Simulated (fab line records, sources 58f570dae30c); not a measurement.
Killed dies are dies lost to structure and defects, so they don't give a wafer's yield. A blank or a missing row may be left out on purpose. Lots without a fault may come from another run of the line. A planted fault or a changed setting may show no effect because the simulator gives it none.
Tool commonality check | flow berkeley_cmos170 | 14 lots, 42 wafers sampled

WHY IT WAS OPENED
At UCB170_WELLDRIVE_THK_MEAS_02 the reading WELLDRIVE_OXIDE_THK is flagged on 2 of 14 lots. Wafers without a fault read 198 nm, standard deviation 4.2.
Rule: a lot is flagged when every wafer of it that has a number lies more than 4 standard deviations from that mean, or none has a number. The other lots count as sound.

lot  | measured    | on            | WELLDRIVE_OXIDE_THK (nm), wafer by wafer | flag
L548 | day 3 08:31 | film_metro-03 | 195 192 193                              |
L549 | day 3 12:18 | film_metro-03 | 208 210 208                              |
L551 | day 4 06:04 | film_metro-02 | 192 195 191                              |
L552 | day 4 06:05 | film_metro-04 | 201 195 197                              |
L553 | day 4 12:25 | film_metro-02 | 194 193 193                              |
L554 | day 4 22:50 | film_metro-02 | 200 197 197                              |
L558 | day 5 17:10 | film_metro-02 | 233 230 230                              | FLAGGED
L559 | day 6 01:33 | film_metro-02 | 195 198 197                              |
L560 | day 6 01:34 | film_metro-04 | 201 199 196                              |
L562 | day 6 14:32 | film_metro-04 | 226 229 230                              | FLAGGED
L566 | day 7 11:42 | film_metro-04 | 195 196 196                              |
L568 | day 7 20:29 | film_metro-02 | 204 202 204                              |
L567 | day 7 20:29 | film_metro-04 | 197 200 196                              |
L570 | day 8 02:59 | film_metro-04 | 200 202 197                              |
The numbers of the flagged lots are 230 nm on average: +32 nm against the usual, or +8 standard deviations.

WHICH TOOL RAN EACH LOT
The record holds 2 process steps before the reading, out of a route of 331 steps. In each cell: the tool, then ch and the chambers that the sampled wafers went through, then the start.
lot  | flag    | UCB170_ZERO_ETCH_06               | UCB170_WELLDRIVE_OXIDATION_01
L548 |         | rie_diel-02 ch 0,1,2, day 1 16:32 | furnace-04 ch 0, day 3 05:01
L549 |         | rie_diel-04 ch 0,2, day 2 00:01   | furnace-02 ch 0, day 3 08:48
L551 |         | rie_diel-04 ch 1,3, day 2 10:36   | furnace-01 ch 0, day 4 02:34
L552 |         | rie_diel-02 ch 0,1, day 2 15:50   | furnace-01 ch 0, day 4 02:34
L553 |         | rie_diel-04 ch 0,1,3, day 2 19:07 | furnace-01 ch 0, day 4 08:55
L554 |         | rie_diel-02 ch 0,2,3, day 3 00:50 | furnace-01 ch 0, day 4 19:20
L558 | FLAGGED | rie_diel-04 ch 0,1,2, day 3 20:26 | furnace-01 ch 0, day 5 13:40
L559 |         | rie_diel-02 ch 1,2,3, day 4 06:14 | furnace-02 ch 0, day 5 22:03
L560 |         | rie_diel-03 ch 0,1,3, day 4 06:31 | furnace-02 ch 0, day 5 22:03
L562 | FLAGGED | rie_diel-04 ch 1,2,3, day 4 20:31 | furnace-01 ch 0, day 6 11:02
L566 |         | rie_diel-03 ch 0,1,3, day 5 13:15 | furnace-02 ch 0, day 7 08:12
L568 |         | rie_diel-04 ch 0,1, day 5 23:24   | furnace-02 ch 0, day 7 16:59
L567 |         | rie_diel-03 ch 2,3, day 5 21:14   | furnace-02 ch 0, day 7 16:59
L570 |         | rie_diel-04 ch 0,2, day 6 12:51   | furnace-02 ch 0, day 7 23:29
What these steps do:
- UCB170_ZERO_ETCH_06: etches SiO2 in CHF3/CF4/Ar, time 12 s.
- UCB170_WELLDRIVE_OXIDATION_01: target thk 199 nm, ox time 9000 s.
- UCB170_WELLDRIVE_THK_MEAS_02

FLAGGED OVER TOTAL, TOOL BY TOOL (the gauges that took the reading come last)
step                          | tool          | lots run | flagged | share of the flagged lots | sound lots run after its first flagged lot
UCB170_ZERO_ETCH_06           | rie_diel-02   | 4        | 0       | none                      | -
UCB170_ZERO_ETCH_06           | rie_diel-03   | 3        | 0       | none                      | -
UCB170_ZERO_ETCH_06           | rie_diel-04   | 7        | 2       | all                       | 2 (L568,L570)
UCB170_WELLDRIVE_OXIDATION_01 | furnace-01    | 6        | 2       | all                       | 0
UCB170_WELLDRIVE_OXIDATION_01 | furnace-02    | 7        | 0       | none                      | -
UCB170_WELLDRIVE_OXIDATION_01 | furnace-04    | 1        | 0       | none                      | -
UCB170_WELLDRIVE_THK_MEAS_02  | film_metro-02 | 6        | 1       | some                      | 2 (L559,L568)
UCB170_WELLDRIVE_THK_MEAS_02  | film_metro-03 | 2        | 0       | none                      | -
UCB170_WELLDRIVE_THK_MEAS_02  | film_metro-04 | 6        | 1       | some                      | 3 (L566,L567,L570)

WHAT THE TABLE ALLOWS
2 rows of the table ran every flagged lot: rie_diel-04 at UCB170_ZERO_ETCH_06, furnace-01 at UCB170_WELLDRIVE_OXIDATION_01.
- rie_diel-04 at UCB170_ZERO_ETCH_06: 2 of its 7 lots flagged. Sound lots ran on it after the first flagged one (L568, L570), which a lasting fault on the whole tool wouldn't allow.
- furnace-01 at UCB170_WELLDRIVE_OXIDATION_01: 2 of its 6 lots flagged. Its last sound lot is L554 (day 4 19:20), its first flagged lot L558 (day 5 13:40): a fault that began between those two fits. Its own readings lie more than 4 standard deviations out on every wafer of the flagged lots: spike_tc_centre_C, spike_tc_load_C, spike_tc_source_C, tube_center_temp_C, tube_center_temp_C_max.
One tool is left: furnace-01 at UCB170_WELLDRIVE_OXIDATION_01.

WHAT THE SIMULATOR HAD PUT IN
Process parameter drift: furnace-01, from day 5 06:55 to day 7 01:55, at UCB170_WELLDRIVE_OXIDATION_01. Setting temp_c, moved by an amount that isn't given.
Lots struck among those shown: L558, L562. The rule above found the same.
